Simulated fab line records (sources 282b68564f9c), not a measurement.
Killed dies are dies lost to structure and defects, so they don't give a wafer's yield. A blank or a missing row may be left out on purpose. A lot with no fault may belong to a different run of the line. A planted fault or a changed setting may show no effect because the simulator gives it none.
fab line records	flow rit_cmos
record lots=15	wafers=45	last_day=7
route steps=202 shown PSD@142 M1@202
lots untouched by any fault: they come from a run of this same line in which no faults occurred
start_h: the number of hours between the record's first day and the start of the first shown wafer of the lot	wait_h: how many hours have passed since the lot's step before this one	" the same as in the row above	L1.1+2: a row that stands for several wafers	- no value, or no start was given	* or withheld: withheld	< > ~ a bound
route shown NAME@n: a module of which the file shows steps, and the number in the route of the first	usual: mean/standard deviation of fault-free wafers	same: alike in all rows	chamber/n: place in a boat	sites: per-site readings	_std_site: the values' standard deviation	_edge_site: inner sites' mean taken away from outer sites' mean	radius_mm: how far each site lies from the wafer's centre	mask NAME#n: copy n	behind: tool/chamber where the wafer was last shaped	hold: why the lot went on hold/how many hours it stayed there/how the hold came to an end	device: which transistor (n, p or np) failed to switch	end of line: the tests these same wafers got at the end of their route	step lacking rows: just its recipe	killed: dies lost to structure and defects at the first sort, not the wafer's yield	map: shows each die of a wafer: x if killed, . if not, _ if none is there
set.NAME: the setting the step ran with; set.NAME@STEP: the setting that earlier step ran with	model.NAME: the simulator's own value behind a step, which no gauge read
one table for each step of the route and one row for each wafer, over a sample of lots
## steps
# step RIT_PSD_HMDS_00
# recipe prime_time_s=60	prime_temp_c=140
# usual prime_temp_c=140.05/0.14
lot.wafer	tool	chamber	start_h	wait_h	prime_temp_c
L310.1	litho_track-04	0	60.08	0.1	140.04
L310.2	"	0	"	"	140.38
L310.4	"	0	"	"	140.24
L311.1	litho_track-03	0	64.36	0.1	140.09
L311.2	"	0	"	"	140.01
L311.4	"	0	"	"	140.11
L312.1	litho_track-02	0	69.71	0.1	139.82
L312.5	"	0	"	"	139.94
L312.6	"	0	"	"	139.91
L313.1	litho_track-04	0	76.85	0.2	140.04
L313.5	"	0	"	"	140.31
L313.6	"	0	"	"	140.13
L314.1	litho_track-02	0	78.93	0.1	140.11
L314.2	"	0	"	"	140.19
L314.5	"	0	"	"	140.43
L317.1	litho_track-02	0	92.43	0.1	150.24
L317.4	"	0	"	"	150.03
L317.6	"	0	"	"	150.22
L320.1	litho_track-02	0	106.67	0.1	150.21
L320.4	"	0	"	"	150.27
L320.5	"	0	"	"	150.00
L322.2	litho_track-02	0	115.86	0.1	150.11
L322.3	"	0	"	"	150.08
L322.4	"	0	"	"	150.09
L324.1	litho_track-04	0	126.39	0.1	140.16
L324.2	"	0	"	"	139.95
L324.6	"	0	"	"	140.05
L326.1	litho_track-03	0	134.59	0.1	139.70
L326.2	"	0	"	"	140.02
L326.6	"	0	"	"	139.99
L327.1	litho_track-04	0	142.08	0.1	140.12
L327.3	"	0	"	"	140.12
L327.6	"	0	"	"	140.14
L328.1	litho_track-03	0	147.05	0.1	140.07
L328.4	"	0	"	"	140.01
L328.6	"	0	"	"	140.15
L330.1	litho_track-04	0	155.25	0.1	140.06
L330.2	"	0	"	"	139.99
L330.4	"	0	"	"	140.03
L331.2	litho_track-03	0	158.95	0.1	139.99
L331.4	"	0	"	"	139.92
L331.5	"	0	"	"	139.99
L332.1	litho_track-03	0	169.76	0.1	139.96
L332.4	"	0	"	"	140.06
L332.6	"	0	"	"	140.11
# step RIT_M1_PROBE_99
# usual killed_at_contacts=0.1/0.3	killed_at_front_end=7/3.3	killed_dies=7/3.3	killed_open=3.8/2.3	killed_short=3.5/2.1
# same gross_dies=264	killed_at_M0_to_M3=0	killed_at_M4_up=0	killed_at_back_side=0	killed_at_other=0
lot.wafer	tool	chamber	start_h	wait_h	killed_at_contacts	killed_at_front_end	killed_dies	killed_open	killed_short
L322.2	prober-01	-	125.29	0.1	0	14	14	7	7
L322.3	prober-01	-	125.34	0.2	0	6	6	3	3
L322.4	prober-01	-	125.39	0.2	0	6	6	4	2
# killed by level:class
L322.2 GATE:geometric_particle:short=4 REOX:geometric_particle:open=3 FOX1:geometric_particle:open=2 FOX1:geometric_particle:short=1 FOX2:geometric_particle:short=1 FOX2:geometric_particle:open=1 GATE:geometric_particle:open=1 REOX:geometric_particle:short=1
L322.3 SPACER:geometric_particle:short=2 GATE:geometric_particle:open=1 GATE:geometric_particle:short=1 SPACER:geometric_particle:open=1 SILICIDE:geometric_particle:open=1
L322.4 GATE:geometric_particle:open=3 GATE:geometric_particle:short=1 SPACER:geometric_particle:open=1 SPACER:geometric_particle:short=1
## key
first_sign step=RIT_PSD_HMDS_00	reading=prime_temp_c	direction=up	sigmas=72	usual=*	struck=*
effect none on later readings
met_at RIT_PSD_HMDS_00
struck_lots L317,L320,L322
tester_left_out L317,L320,L322
onset_between 78.93 92.43
fault kind=process_parameter_drift	tool=litho_track-02	chamber=-	onset_h=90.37	steps=RIT_PSD_HMDS_00	channel=prime_temp_c	offset=*	shape=step	end_h=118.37	acts_in=*	stated=*
# tester_left_out: of these lots the tester's yield and bins aren't shown, on N5 and GAA mostly nor the transistor test; their killed dies are dies lost to structure and defects alone, not to doping, threshold or leakage, so they don't give the yield
